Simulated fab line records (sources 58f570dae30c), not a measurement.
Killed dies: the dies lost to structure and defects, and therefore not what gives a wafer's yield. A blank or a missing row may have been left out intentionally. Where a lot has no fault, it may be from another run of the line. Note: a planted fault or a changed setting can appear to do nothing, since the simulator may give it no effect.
2 desks, one fault	flow berkeleyCmos170	only its own numbers are on each desk; what lay behind them is given at the end

## THE METROLOGY DESK
Lot by lot, what the gauges showed, no matter which tool ran the lot: averages of those sampled wafers that carry a number. If a lot's mean is further than 4 standard deviations from the usual mean, the lot is out of limits and carries the mark OUT (the distance appears in the brackets).
Columns: A = cdNm at UCB170_GATE_CD_MEAS_90, usual 350.3 nm; B = cdNm at UCB170_V2_CD_MEAS_90, usual 699.7 nm; C = M3_AL_RS at UCB170_M3_RS_MEAS_02, usual 0.0321 ohm/sq
lot	first seen here	A	B	C
L739	day 7 12:18	349.5	699.4	0.0315
L740	day 8 03:58	349.2	699.9	0.0324
L743	day 8 04:13	350.2	697.0	0.0318
L744	day 8 04:49	349.4	698.1	0.0320
L741	day 8 05:03	351.5	700.0	0.0323
L745	day 8 18:56	352.0	699.4	0.0324
L746	day 8 19:11	351.4	701.4	0.0320
L749	day 9 02:28	349.0	702.3	0.0317
L750	day 9 10:44	348.5	700.1	0.0321
L753	day 10 08:53	349.9	698.5	0.0324
L752	day 10 09:02	351.1	702.1	0.0324
L757	day 11 10:29	350.1	698.4	0.0320
L759	day 11 10:47	350.0	699.5	0.0326
L760	day 11 19:12	352.6	698.3	0.0325
This desk found nothing out of limits on any of the 14 lots.

## FOR THE TOOL OWNER'S DESK: rieMetal-04
The tool's own readings at UCB170_M3_METAL_ETCH_18 (etches Al in Cl2/BCl3, stops on SiO2, target depth 1170 nm, time 195 s): means of the sampled wafers that have a number, for each lot that ran on this tool. If a lot's mean is further than 4 standard deviations from the usual mean, the lot is out of limits and carries the mark OUT (the distance appears in the brackets).
Columns: A = drypumpMotorCurrentA at UCB170_M3_METAL_ETCH_18, usual 5.6 A; B = oesProductAu at UCB170_M3_METAL_ETCH_18, usual 0.854 a.u.; C = runLengthS at UCB170_M3_METAL_ETCH_18, usual 223.6 s; D = throttleValvePct at UCB170_M3_METAL_ETCH_18, usual 24.31 %
lot	first seen here	A	B	C	D
L740	day 10 05:34	6.1	0.847	223.6	24.28
L745	day 10 18:58	6.1	0.847	223.7	24.27
L749	day 11 01:17	6.1	0.865	224.0	24.20
L750	day 11 06:10	6.1	0.854	223.8	24.27
L753	day 11 21:16	6.1	0.830	230.5 (+16) OUT	24.28
L752	day 11 23:02	6.1	0.827	230.6 (+17) OUT	24.28
This desk finds L752, L753 out of limits, L753 being first, at day 11 21:16 (runLengthS at UCB170_M3_METAL_ETCH_18). L740, L745, L749, L750 stayed within limits.

## TAKEN TOGETHER
At day 11 21:16, on L752, L753, the tool owner's desk was in a position to raise an alarm.
From the metrology desk's view, nothing was out of limits.
The metrology desk holds a record of L752, L753, inside its limits.
Of the lots named, all ran UCB170_M3_METAL_ETCH_18 on rieMetal-04.

## WHAT HAD BEEN PUT IN BY THE SIMULATOR
Process parameters drifting: rieMetal-04 at UCB170_M3_METAL_ETCH_18, beginning at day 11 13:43. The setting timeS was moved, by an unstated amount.
Struck lots among those shown: L752, L753.
Each desk's first reading out of limits, in hours after the fault started: the tool owner's desk, 8.
